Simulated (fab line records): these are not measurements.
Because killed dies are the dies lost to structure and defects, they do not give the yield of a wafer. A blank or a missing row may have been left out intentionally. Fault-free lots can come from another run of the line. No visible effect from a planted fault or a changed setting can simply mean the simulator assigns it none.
A struck lot beside a sound one | flow rit cmos | 15 steps out of a route of 202
Sound: these wafers, L440.1, L440.2, L440.3. Struck: wafer L433.3 (left out: L433.2, L433.4 of the same lot, which were not struck); the cause appears at the end.
Per side, at each step with rows, come the tool, then ch with its chambers, and then its first start. Under that, the readings that differ: sound wafers | struck wafers | difference of the means | sigmas: that difference in standard deviations of wafers without a fault.
alike: words and numbers the same on both sides, and readings whose means are apart by under 2 such deviations; not compared: readings that were withheld, readings missing a value for some wafer, numbers with overlapping values and no deviation given by the record, and bounds like >300 which may hide the same value.
Wherever a step has rows on one side only, a row that says differs or no value, or a row with sigmas, the two part there. Non-overlapping numbers with no deviation appear without sigmas and do not part them. A reading that every wafer of one side lacks parts them only if that side has two wafers or more.

RIT_GATE_THK_MEAS_07:
  struck on film metro-03, day 4 07:53; sound on film metro-02, day 6 08:07
  alike: GATE_OXIDE_THK
then, 1 step without rows for these wafers: RIT_GATE_CVD_08 (deposits poly-Si from SiH4, target thk 250 nm, time 2220 s).
RIT_GATE_THK_MEAS_09:
  struck on film metro-04, day 4 10:22; sound on film metro-02, day 6 10:36
  alike: GATE_POLY_THK
then, 6 steps without rows for these wafers: RIT_GATE_HMDS_10 (prime time 60 s); RIT_GATE_COAT_11 (resist thk 850 nm); RIT_GATE_SOFTBAKE_12 (time 60 s); RIT_GATE_EXPOSE_13 (exposes mask M6, target cd 150 nm); RIT_GATE_PEB_14; RIT_GATE_DEVELOP_15 (develop time 50 s).
RIT_GATE_CD_MEAS_16: target cd 150 nm.
  struck on cd sem-02, day 4 11:26; sound on cd sem-02, day 6 11:49
  alike: cd nm
RIT_GATE_OVL_MEAS_17:
  struck on overlay-01, day 4 11:32; sound on overlay-02, day 6 11:56
  alike: GATE_OVL
then, 1 step without rows for these wafers: RIT_GATE_HARDBAKE_18 (time 60 s).
RIT_GATE_ETCH_19: etches poly-Si in SF6/CHF3/O2, stops on SiO2, time 165 s, target depth 312.5 nm.
  sound on rie si-02 ch 0,2,3, day 6 12:07; struck on rie si-01 ch 3, day 4 11:43
  reading                | sound             | struck  | difference | sigmas
  oes product au (a.u.)  | 0.837 0.831 0.838 | 0.877   | +0.042     | +4
  over etch frac         | 0.25 0.25 0.25    | 0.18065 | -0.06935   |
  rf hours counter h (h) | 56 3 2            | 120     | +100       |
  alike: CHF3_flow_sccm, drypump motor current A, rf fwd power W, throttle valve pct
RIT_GATE_STRIP_20: strips in O2, time 180 s.
  sound on plasma asher-02 ch 0,1, day 6 12:13; struck on plasma asher-03 ch 1, day 4 11:49
  alike: drypump motor current A
  not compared: rf hours counter h
RIT_M1_PROBE_99:
  struck on prober-02, day 5 09:01; sound on prober-01, day 7 08:49
  reading                                          | sound                | struck | difference | sigmas
  model.etest.poly comb over steps.leak log10 a um | -12.67 -12.79 -12.89 | -12.98 | -0.20      |
  alike: killed at contacts, killed at front end, killed dies, killed open, killed short

WHERE THEY PART
Only at RIT_GATE_ETCH_19, as far as this record shows. Later steps at which nothing parts them and some readings are alike: RIT_GATE_STRIP_20, RIT_M1_PROBE_99.

WHY: whatever the simulator had introduced
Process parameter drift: rie si-01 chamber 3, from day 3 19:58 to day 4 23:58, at RIT_GATE_ETCH_19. The setting over etch frac was moved by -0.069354, starting from 0.25.
